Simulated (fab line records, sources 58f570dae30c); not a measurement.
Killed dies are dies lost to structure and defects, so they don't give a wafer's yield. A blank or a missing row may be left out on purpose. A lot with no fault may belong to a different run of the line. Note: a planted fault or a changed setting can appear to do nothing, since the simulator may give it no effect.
Which tool was responsible?    flow berkeley cmos170    39 wafers from 13 lots sampled at 5 of the route's 331 steps

WHAT THE GAUGES SHOWED, per wafer
UCB170_PLDD_CD_MEAS_06: target cd 1200 nm. Usual: cd nm reads 1199.9 nm (standard deviation 1.4).
lot   measured      on         cd nm (nm)            flag
L796  day 7 12:42   cd sem-02  1198.9 1200.0 1199.7  
L798  day 7 13:22   cd sem-02  1200.9 1200.2 1202.0  
L797  day 7 12:32   cd sem-01  1200.0 1199.8 1198.7  
L799  day 7 12:58   cd sem-02  1201.8 1202.7 1202.3  
L800  day 9 06:11   cd sem-02  1196.7 1199.3 1197.4  
L802  day 9 05:57   cd sem-01  1201.5 1200.7 1202.6  
L808  day 10 12:58  cd sem-01  1202.1 1202.3 1201.0  
L809  day 10 12:31  cd sem-02  1207.8 1205.3 1200.9  OFF
L811  day 11 02:07  cd sem-02  1198.1 1199.0 1197.7  
L812  day 11 02:25  cd sem-02  1199.3 1199.9 1198.2  
L813  day 11 10:34  cd sem-02  1202.8 1203.0 1202.9  
L817  day 12 01:01  cd sem-02  1202.0 1201.4 1199.3  
L818  day 12 00:14  cd sem-01  1199.6 1199.7 1200.5  

UCB170_NLDD_OVL_MEAS_07. Usual: NLDD_OVL typically reads -3 nm, with standard deviation 6.3.
lot   measured      on          NLDD_OVL (nm)  flag
L796  day 7 15:13   overlay-02  -18 -4 -15     
L798  day 7 15:59   overlay-02  -7 -2 -6       
L797  day 7 14:34   overlay-02  1 -5 0         
L799  day 7 15:42   overlay-01  0 3 2          
L800  day 9 08:11   overlay-02  -5 2 0         
L802  day 9 07:49   overlay-02  1 2 0          
L808  day 10 14:51  overlay-02  -6 -7 -6       
L809  day 10 14:31  overlay-01  0 5 9          
L811  day 11 08:02  overlay-01  -3 -3 -4       
L812  day 11 07:46  overlay-02  2 3 1          
L813  day 11 15:01  overlay-02  -14 -5 -8      
L817  day 12 03:43  overlay-02  -14 -12 -7     
L818  day 12 03:10  overlay-01  -15 -7 -9      

EACH LOT AND THE TOOL THAT RAN IT (in order: tool; ch and the chambers of the sampled wafers; start)
lot   UCB170_ACTIVE_ETCH_15              UCB170_NVT_STRIP_08                   UCB170_PLDD_EXPOSE_03
L796  rie diel-03 ch 1,2,3, day 4 21:47  plasma asher-03 ch 0, day 6 20:23     krf scanner-02 ch 0, day 7 11:56
L798  rie diel-01 ch 1,3, day 5 04:29    plasma asher-02 ch 0,1, day 6 19:54   krf scanner-02 ch 0, day 7 12:38
L797  rie diel-03 ch 0,1, day 5 09:52    plasma asher-02 ch 0,1, day 6 20:37   krf scanner-02 ch 0, day 7 11:35
L799  rie diel-01 ch 0,1,3, day 5 10:07  plasma asher-03 ch 0,1, day 6 20:43   krf scanner-01 ch 0, day 7 12:23
L800  rie diel-04 ch 1,3, day 6 14:26    plasma asher-03 ch 0,1, day 8 03:37   krf scanner-02 ch 0, day 9 05:48
L802  rie diel-04 ch 0,1,2, day 6 15:02  plasma asher-02 ch 0,1, day 8 03:53   krf scanner-01 ch 0, day 9 05:34
L808  rie diel-03 ch 0,2,3, day 7 17:08  plasma asher-02 ch 0,1, day 9 17:07   krf scanner-01 ch 0, day 10 12:34
L809  rie diel-01 ch 0,2,3, day 7 17:25  plasma asher-02 ch 0,1, day 9 17:18   krf scanner-02 ch 0, day 10 12:07
L811  rie diel-03 ch 1,2,3, day 8 08:49  plasma asher-02 ch 0,1, day 9 21:53   krf scanner-01 ch 0, day 11 00:50
L812  rie diel-01 ch 0,3, day 8 08:58    plasma asher-04 ch 0,1, day 9 22:10   krf scanner-01 ch 0, day 11 01:18
L813  rie diel-01 ch 1,2, day 8 18:17    plasma asher-02 ch 0,1, day 10 12:02  krf scanner-01 ch 0, day 11 08:33
L817  rie diel-01 ch 0,1, day 9 11:38    plasma asher-02 ch 0,1, day 11 05:05  krf scanner-01 ch 0, day 12 00:32
L818  rie diel-03 ch 0,1,2, day 9 11:38  plasma asher-02 ch 0,1, day 11 05:46  krf scanner-01 ch 0, day 11 23:35
- UCB170_ACTIVE_ETCH_15: etches Si3N4 in CH3F/Ar/O2, stops on SiO2, target depth 242 nm, time 151 s.
- UCB170_NVT_STRIP_08: strips in O2.
- UCB170_PLDD_EXPOSE_03: exposes mask PSELECT, target cd 1200 nm.

WHAT THE TOOLS THEMSELVES READ (means of the sampled wafers that have a number; where no wafer has one, the mark that the record gives instead)
UCB170_ACTIVE_ETCH_15. Usual: drypump motor current A 5.7 A, standard deviation 0.54; oes product au 0.949 a.u., standard deviation 0.013; rf fwd power W 447.7 W, standard deviation 1.6; throttle valve pct 8.07 %, standard deviation 0.069.
lot   tool         drypump motor current A (A)  oes product au (a.u.)  rf fwd power W (W)  throttle valve pct (%)  flag
L796  rie diel-03  5.6                          0.948                  448.0               8.09                    
L798  rie diel-01  5.3                          0.947                  448.6               8.05                    
L797  rie diel-03  6.4                          0.945                  446.9               8.14                    
L799  rie diel-01  5.4                          0.944                  448.2               8.06                    
L800  rie diel-04  5.3                          0.955                  448.0               8.00                    
L802  rie diel-04  5.6                          0.965                  448.0               8.03                    
L808  rie diel-03  5.9                          0.954                  449.5               8.07                    
L809  rie diel-01  5.6                          0.952                  448.0               8.07                    
L811  rie diel-03  5.6                          0.962                  445.8               8.09                    
L812  rie diel-01  5.6                          0.970                  449.0               8.13                    
L813  rie diel-01  5.7                          0.948                  449.7               8.01                    
L817  rie diel-01  5.2                          0.937                  448.6               7.98                    
L818  rie diel-03  6.2                          0.933                  445.4               8.10                    

UCB170_NVT_STRIP_08. Usual: drypump motor current A 5.69 A, standard deviation 0.27; oes product au 0.735 a.u., standard deviation 0.005; strip time to endpoint s 21.63 s, standard deviation 0.061.
lot   tool             drypump motor current A (A)  oes product au (a.u.)  strip time to endpoint s (s)  flag
L796  plasma asher-03  6.02                         0.736                  21.72                         
L798  plasma asher-02  5.59                         0.737                  21.58                         
L797  plasma asher-02  5.73                         0.738                  21.57                         
L799  plasma asher-03  5.89                         0.736                  21.70                         
L800  plasma asher-03  5.90                         0.733                  21.67                         
L802  plasma asher-02  5.58                         0.734                  21.69                         
L808  plasma asher-02  5.73                         0.733                  21.59                         
L809  plasma asher-02  5.73                         0.737                  21.62                         
L811  plasma asher-02  5.60                         0.735                  21.57                         
L812  plasma asher-04  5.28                         0.728                  21.65                         
L813  plasma asher-02  5.60                         0.737                  21.56                         
L817  plasma asher-02  5.74                         0.737                  21.66                         
L818  plasma asher-02  5.72                         0.737                  21.62                         

UCB170_PLDD_EXPOSE_03. Usual: exposure dose mJ cm2 reads 29.974 (standard deviation 0.029).
lot   tool            exposure dose mJ cm2  flag
L796  krf scanner-02  30.004                
L798  krf scanner-02  29.971                
L797  krf scanner-02  29.988                
L799  krf scanner-01  29.988                
L800  krf scanner-02  29.980                
L802  krf scanner-01  29.943                
L808  krf scanner-01  29.960                
L809  krf scanner-02  29.795                OFF
L811  krf scanner-01  29.963                
L812  krf scanner-01  29.996                
L813  krf scanner-01  29.986                
L817  krf scanner-01  29.971                
L818  krf scanner-01  30.005                

THE ANSWER, worked out from the rows above alone
Rule: a lot is off if the mean of its wafers that have a number lies more than 3 standard deviations from the usual mean. A lot without any number at a reading at which 4 lots or more have one is off too. All remaining lots with rows at the step are treated as sound. Order of review: gauges by route order, followed by the tools' own readings, for which a lot's mean as printed above is used. At the first step where some lot is off, the reading lying furthest off is the one used; lots without a number count as furthest.
Off: L809, at UCB170_PLDD_CD_MEAS_06 (cd nm).
A tool fits if, at a process step before that reading, it ran every lot that is off, and no sound lot after the first of them. The gauges at UCB170_PLDD_CD_MEAS_06 aren't tried: what is off there is off at UCB170_PLDD_EXPOSE_03 too, on other tools, and a gauge's error can't cause that. One fits: krf scanner-02 at UCB170_PLDD_EXPOSE_03. Its last sound lot is L800 (day 9 05:48), its first lot that is off L809 (day 10 12:07): a fault that began between those two fits.
The tool's own readings at UCB170_PLDD_EXPOSE_03 bear it out: on the lots that are off they differ by more than 5 times the standard deviation of the sound lots' means. exposure dose mJ cm2 reads 29.795 there against 29.980 on the sound lots.

WHAT THE SIMULATOR PUT IN
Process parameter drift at UCB170_PLDD_EXPOSE_03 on krf scanner-02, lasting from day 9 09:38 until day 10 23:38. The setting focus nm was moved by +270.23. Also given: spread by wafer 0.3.
Lots struck among those shown: L809. The rule above found the same.
